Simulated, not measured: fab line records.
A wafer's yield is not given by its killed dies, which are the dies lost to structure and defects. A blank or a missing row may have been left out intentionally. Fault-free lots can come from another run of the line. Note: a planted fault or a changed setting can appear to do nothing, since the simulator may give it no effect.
Split-lot trial :: flow berkeley-cmos170 :: on a route of 331 steps: 5 lots, 23 wafers read

## ABOUT THE SPLIT
At UCB170_ACTIVE_CVD_05 (deposits Si3N4 from SiH2Cl2/NH3, target thk 220 nm, time 3300 s), the setting pressure-mtorr was moved away from the recipe's 200 mTorr on 15 of the 23 wafers read, by -5.6% to +10.1%. The other wafers ran this setting at the recipe's value.

No step appears in the file between the split and the reading.

## THE READING
Values of ACTIVE_NITRIDE_THK in nm from UCB170_ACTIVE_THK_MEAS_06. On this fab line, fault-free wafers typically give 221.2 nm with a standard deviation of 1.8 nm.

wafer: L075.1
tool, chamber at the split: lpcvd-01, 1
pressure-mtorr as run, mTorr: 200
against the recipe: recipe
ACTIVE_NITRIDE_THK, nm: 221.1
against lot-mates on the recipe: -

wafer: L075.2
tool, chamber at the split: lpcvd-01, 1
pressure-mtorr as run, mTorr: 200
against the recipe: recipe
ACTIVE_NITRIDE_THK, nm: 220.4
against lot-mates on the recipe: -

wafer: L075.3
tool, chamber at the split: lpcvd-01, 1
pressure-mtorr as run, mTorr: 200
against the recipe: recipe
ACTIVE_NITRIDE_THK, nm: 219.9
against lot-mates on the recipe: -

wafer: L078.1
tool, chamber at the split: -, -
pressure-mtorr as run, mTorr: 189
against the recipe: -5.5%
ACTIVE_NITRIDE_THK, nm: 216.2
against lot-mates on the recipe: no lot-mate on the recipe

wafer: L078.3
tool, chamber at the split: -, -
pressure-mtorr as run, mTorr: 189
against the recipe: -5.5%
ACTIVE_NITRIDE_THK, nm: 214.9
against lot-mates on the recipe: no lot-mate on the recipe

wafer: L078.4
tool, chamber at the split: -, -
pressure-mtorr as run, mTorr: 189
against the recipe: -5.5%
ACTIVE_NITRIDE_THK, nm: 217.1
against lot-mates on the recipe: no lot-mate on the recipe

wafer: L078.5
tool, chamber at the split: -, -
pressure-mtorr as run, mTorr: 189
against the recipe: -5.5%
ACTIVE_NITRIDE_THK, nm: 217.8
against lot-mates on the recipe: no lot-mate on the recipe

wafer: L078.6
tool, chamber at the split: -, -
pressure-mtorr as run, mTorr: 189
against the recipe: -5.5%
ACTIVE_NITRIDE_THK, nm: 215.4
against lot-mates on the recipe: no lot-mate on the recipe

wafer: L079.1
tool, chamber at the split: -, -
pressure-mtorr as run, mTorr: 188.8
against the recipe: -5.6%
ACTIVE_NITRIDE_THK, nm: 215.4
against lot-mates on the recipe: no lot-mate on the recipe

wafer: L079.2
tool, chamber at the split: -, -
pressure-mtorr as run, mTorr: 188.8
against the recipe: -5.6%
ACTIVE_NITRIDE_THK, nm: 213.4
against lot-mates on the recipe: no lot-mate on the recipe

wafer: L079.3
tool, chamber at the split: -, -
pressure-mtorr as run, mTorr: 188.8
against the recipe: -5.6%
ACTIVE_NITRIDE_THK, nm: 214.3
against lot-mates on the recipe: no lot-mate on the recipe

wafer: L079.5
tool, chamber at the split: -, -
pressure-mtorr as run, mTorr: 188.8
against the recipe: -5.6%
ACTIVE_NITRIDE_THK, nm: 216.8
against lot-mates on the recipe: no lot-mate on the recipe

wafer: L079.6
tool, chamber at the split: -, -
pressure-mtorr as run, mTorr: 188.8
against the recipe: -5.6%
ACTIVE_NITRIDE_THK, nm: 214.4
against lot-mates on the recipe: no lot-mate on the recipe

wafer: L081.1
tool, chamber at the split: -, -
pressure-mtorr as run, mTorr: 220.2
against the recipe: +10.1%
ACTIVE_NITRIDE_THK, nm: 227.4
against lot-mates on the recipe: no lot-mate on the recipe

wafer: L081.2
tool, chamber at the split: -, -
pressure-mtorr as run, mTorr: 220.2
against the recipe: +10.1%
ACTIVE_NITRIDE_THK, nm: 229.5
against lot-mates on the recipe: no lot-mate on the recipe

wafer: L081.3
tool, chamber at the split: -, -
pressure-mtorr as run, mTorr: 220.2
against the recipe: +10.1%
ACTIVE_NITRIDE_THK, nm: 228.9
against lot-mates on the recipe: no lot-mate on the recipe

wafer: L081.4
tool, chamber at the split: -, -
pressure-mtorr as run, mTorr: 220.2
against the recipe: +10.1%
ACTIVE_NITRIDE_THK, nm: 229.4
against lot-mates on the recipe: no lot-mate on the recipe

wafer: L081.5
tool, chamber at the split: -, -
pressure-mtorr as run, mTorr: 220.2
against the recipe: +10.1%
ACTIVE_NITRIDE_THK, nm: 229.6
against lot-mates on the recipe: no lot-mate on the recipe

wafer: L085.1
tool, chamber at the split: -, -
pressure-mtorr as run, mTorr: 200
against the recipe: recipe
ACTIVE_NITRIDE_THK, nm: 224.7
against lot-mates on the recipe: -

wafer: L085.3
tool, chamber at the split: -, -
pressure-mtorr as run, mTorr: 200
against the recipe: recipe
ACTIVE_NITRIDE_THK, nm: 224.1
against lot-mates on the recipe: -

wafer: L085.4
tool, chamber at the split: -, -
pressure-mtorr as run, mTorr: 200
against the recipe: recipe
ACTIVE_NITRIDE_THK, nm: 223.9
against lot-mates on the recipe: -

wafer: L085.5
tool, chamber at the split: -, -
pressure-mtorr as run, mTorr: 200
against the recipe: recipe
ACTIVE_NITRIDE_THK, nm: 222.0
against lot-mates on the recipe: -

wafer: L085.6
tool, chamber at the split: -, -
pressure-mtorr as run, mTorr: 200
against the recipe: recipe
ACTIVE_NITRIDE_THK, nm: 221.9
against lot-mates on the recipe: -

FIT RESULTS
A straight line over all 23 wafers: ACTIVE_NITRIDE_THK changes by +0.86 nm for each +1% of pressure-mtorr; r = +0.95; the points scatter about the line by 1.7 nm.
Too few moved wafers with a lot-mate on the recipe to fit a line net of each lot's own level.

## THE WHOLE CHAIN: every reading that the file lists as answering this split, in the file's order
step: UCB170_ACTIVE_CVD_05
what it does: deposits Si3N4 from SiH2Cl2/NH3, target thk 220 nm, time 3300 s
reading: Si3N4_of_ACTIVE_CVD_05.thk-nm (the simulator's own value, which no gauge read)
change (the file's fit): +0.869 nm for each +1% of the setting
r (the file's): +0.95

step: UCB170_ACTIVE_THK_MEAS_06
what it does: 
reading: ACTIVE_NITRIDE_THK
change (the file's fit): +0.862 for each +1% of the setting
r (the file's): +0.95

step: UCB170_FIELD_OXIDATION_01
what it does: target thk 558.3 nm, ox time 7200 s
reading: Si3N4_of_ACTIVE_CVD_05.thk-nm (the simulator's own value, which no gauge read)
change (the file's fit): +0.897 nm for each +1% of the setting
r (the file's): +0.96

## FILE'S OWN FIT
ACTIVE_NITRIDE_THK changes by +0.862 nm for each +1% of pressure-mtorr, r = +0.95.
